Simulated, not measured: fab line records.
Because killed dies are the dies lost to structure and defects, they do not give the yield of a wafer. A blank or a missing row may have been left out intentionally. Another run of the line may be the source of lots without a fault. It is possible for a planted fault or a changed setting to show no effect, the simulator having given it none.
The tool behind it: which one? ; flow rit cmos ; 15 lots with 45 wafers sampled at 5 steps, on a route of 202 steps

== WHAT THE GAUGES READ, wafer by wafer ==
RIT_ACTIVE_THK_MEAS_02.
lot;measured;on;ACTIVE_OXIDE_THK (nm)
L440;day 1 12:04;film metro-03;46.4 46.3 46.2
L441;day 1 17:03;film metro-03;44.8 45.8 45.0
L442;day 1 22:04;film metro-03;44.8 44.7 45.7
L443;day 2 03:03;film metro-03;45.6 45.9 45.8
L444;day 2 08:03;film metro-01;45.3 45.5 45.8
L445;day 2 13:03;film metro-02;45.4 46.0 44.9
L449;day 3 09:04;film metro-03;45.9 47.2 47.3
L454;day 4 10:03;film metro-02;45.1 44.9 44.6
L456;day 4 20:04;film metro-03;45.4 45.7 45.4
L457;day 5 01:03;film metro-03;45.5 45.3 45.1
L458;day 5 08:01;film metro-02;46.3 45.6 45.4
L459;day 5 12:22;film metro-01;44.3 44.7 44.2
L460;day 5 16:04;film metro-02;44.6 43.9 43.9
L461;day 5 21:04;film metro-02;44.8 44.7 44.6
L463;day 6 07:03;film metro-01;44.5 45.3 45.1

RIT_PWELL_TW_MEAS_10.
lot;measured;on;PWELL_TW
L440;day 1 23:14;film metro-03;944 939 940
L441;day 2 03:29;film metro-04;947 943 947
L442;day 2 09:48;film metro-01;944 949 946
L443;day 2 13:58;film metro-04;948 952 941
L444;day 2 18:45;film metro-03;933 941 938
L445;day 3 03:30;film metro-03;949 948 951
L449;day 3 19:35;film metro-04;953 952 956
L454;day 4 20:38;film metro-04;956 952 959
L456;day 5 07:01;film metro-01;955 949 952
L457;day 5 14:29;film metro-04;953 957 953
L458;day 5 18:51;film metro-01;952 959 959
L459;day 5 22:49;film metro-03;939 944 950
L460;day 6 04:36;film metro-04;945 943 950
L461;day 6 08:03;film metro-03;947 947 943
L463;day 6 20:25;film metro-04;951 947 949

RIT_NRETRO_OVL_MEAS_06.
lot;measured;on;NRETRO_OVL (nm)
L440;day 2 05:38;overlay-01;0.7 -1.5 0.7
L441;day 2 10:10;overlay-01;-2.8 -3.7 -1.0
L442;day 2 16:11;overlay-01;0.3 0.6 0.2
L443;day 2 20:47;overlay-02;-0.5 0.7 -0.7
L444;day 3 01:37;overlay-01;0.1 -0.6 -0.6
L445;day 3 10:23;overlay-02;1.6 0.2 1.0
L449;day 4 01:51;overlay-02;-1.8 -1.4 0.1
L454;day 5 03:29;overlay-01;-0.2 -1.6 0.1
L456;day 5 13:46;overlay-01;-4.2 -0.7 -2.4
L457;day 5 20:56;overlay-02;0.6 1.6 1.2
L458;day 6 01:07;overlay-01;-2.2 -2.5 -3.0
L459;day 6 05:04;overlay-01;0.6 -0.5 -1.0
L460;day 6 11:04;overlay-02;-2.3 -1.0 -1.0
L461;day 6 15:04;overlay-01;0.3 -2.8 -1.9
L463;day 7 03:02;overlay-01;1.4 1.2 1.9

RIT_GATE_THK_MEAS_07.
lot;measured;on;GATE_OXIDE_THK (nm)
L440;day 2 09:41;film metro-04;2.91 2.91 3.02
L441;day 2 14:26;film metro-04;2.99 2.96 2.99
L442;day 2 22:37;film metro-04;2.88 2.90 2.94
L443;day 3 00:48;film metro-04;3.88 3.84 3.95
L444;day 3 06:08;film metro-02;3.88 3.76 3.80
L445;day 3 15:23;film metro-02;3.80 3.70 3.78
L449;day 4 06:20;film metro-02;3.03 3.08 3.05
L454;day 5 10:38;film metro-04;3.05 3.00 2.94
L456;day 5 17:56;film metro-01;3.06 3.00 3.04
L457;day 6 02:18;film metro-02;2.88 3.03 2.95
L458;day 6 05:08;film metro-01;3.00 3.07 3.16
L459;day 6 09:34;film metro-02;2.95 2.98 2.96
L460;day 6 17:16;film metro-01;3.01 2.96 2.94
L461;day 6 19:14;film metro-02;2.87 2.92 2.94
L463;day 7 07:29;film metro-02;3.03 3.01 2.94

== WHAT TOOL EACH LOT RAN ON (gives the tool, then ch and the chambers of the sampled wafers, and finally the start) ==
lot;RIT_GATE_OXIDATION_05
L440;furnace-04 ch 0, day 2 08:22
L441;furnace-01 ch 0, day 2 13:05
L442;furnace-01 ch 0, day 2 20:22
L443;furnace-01 ch 0, day 2 23:29
L444;furnace-01 ch 0, day 3 04:49
L445;furnace-01 ch 0, day 3 14:03
L449;furnace-02 ch 0, day 4 04:59
L454;furnace-02 ch 0, day 5 07:59
L456;furnace-04 ch 0, day 5 16:35
L457;furnace-02 ch 0, day 5 23:47
L458;furnace-04 ch 0, day 6 03:48
L459;furnace-04 ch 0, day 6 07:47
L460;furnace-01 ch 0, day 6 15:56
L461;furnace-01 ch 0, day 6 17:53
L463;furnace-02 ch 0, day 7 06:10
- RIT_GATE_OXIDATION_05: target thk 3 nm, ox time 270 s.

== WHAT THE TOOLS THEMSELVES READ (means of the sampled wafers that have a number; where no wafer has one, the mark that the record gives instead) ==
RIT_GATE_OXIDATION_05.
lot;tool;spike tc centre C (C);spike tc load C (C);spike tc source C (C);tube center temp C (C);tube_center_temp_C_max
L440;furnace-04;902.7;924.6;919;900;902.4
L441;furnace-01;902.2;929.0;926;900;902.3
L442;furnace-01;902.6;929.4;927;900;902.3
L443;furnace-01;922.1;950.4;946;920;922.4
L444;furnace-01;922.2;949.9;948;920;922.2
L445;furnace-01;922.9;950.6;947;920;922.7
L449;furnace-02;903.0;926.8;922;900;902.2
L454;furnace-02;902.9;926.6;923;900;902.6
L456;furnace-04;901.2;924.1;919;900;902.6
L457;furnace-02;902.6;925.7;922;900;902.3
L458;furnace-04;902.8;924.3;919;900;902.4
L459;furnace-04;902.3;923.9;919;900;902.1
L460;furnace-01;902.0;930.0;926;900;902.7
L461;furnace-01;902.6;929.3;926;900;902.4
L463;furnace-02;903.2;927.1;922;900;902.4

== THE ANSWER, worked out from the rows above alone ==
Rule: the usual values come from the lots themselves. Put in order of their means at a reading, lots are off if they are a third of the lots or fewer, leave a main group of 4 or more, and stand apart from it by a gap of 3 or more times the standard deviation of the main group's means; of several such gaps the widest counts. The tables above print the reading to a certain number of digits; a main group whose means all agree to those digits is not used. Also off: a lot with no number at a reading for which 4 or more lots have one. All remaining lots with rows at the step are treated as sound. Order of review: gauges by route order, followed by the tools' own readings, for which a lot's mean as printed above is used. At the first step where some lot is off, the reading lying furthest off is the one used; lots without a number count as furthest.
Off: at RIT_GATE_THK_MEAS_07 (GATE_OXIDE_THK), L443, L444, L445. Mean 2.98 nm and standard deviation 0.05 in the main group.
A tool fits if, at a process step before that reading, it ran every lot that is off, and no sound lot after the first of them. Not tried: the gauges at RIT_GATE_THK_MEAS_07; whatever is off there is also off at RIT_GATE_OXIDATION_05, on other tools, and gauge error can't account for it. No candidate that was tried fits.

== WHAT THE SIMULATOR HAD PUT IN ==
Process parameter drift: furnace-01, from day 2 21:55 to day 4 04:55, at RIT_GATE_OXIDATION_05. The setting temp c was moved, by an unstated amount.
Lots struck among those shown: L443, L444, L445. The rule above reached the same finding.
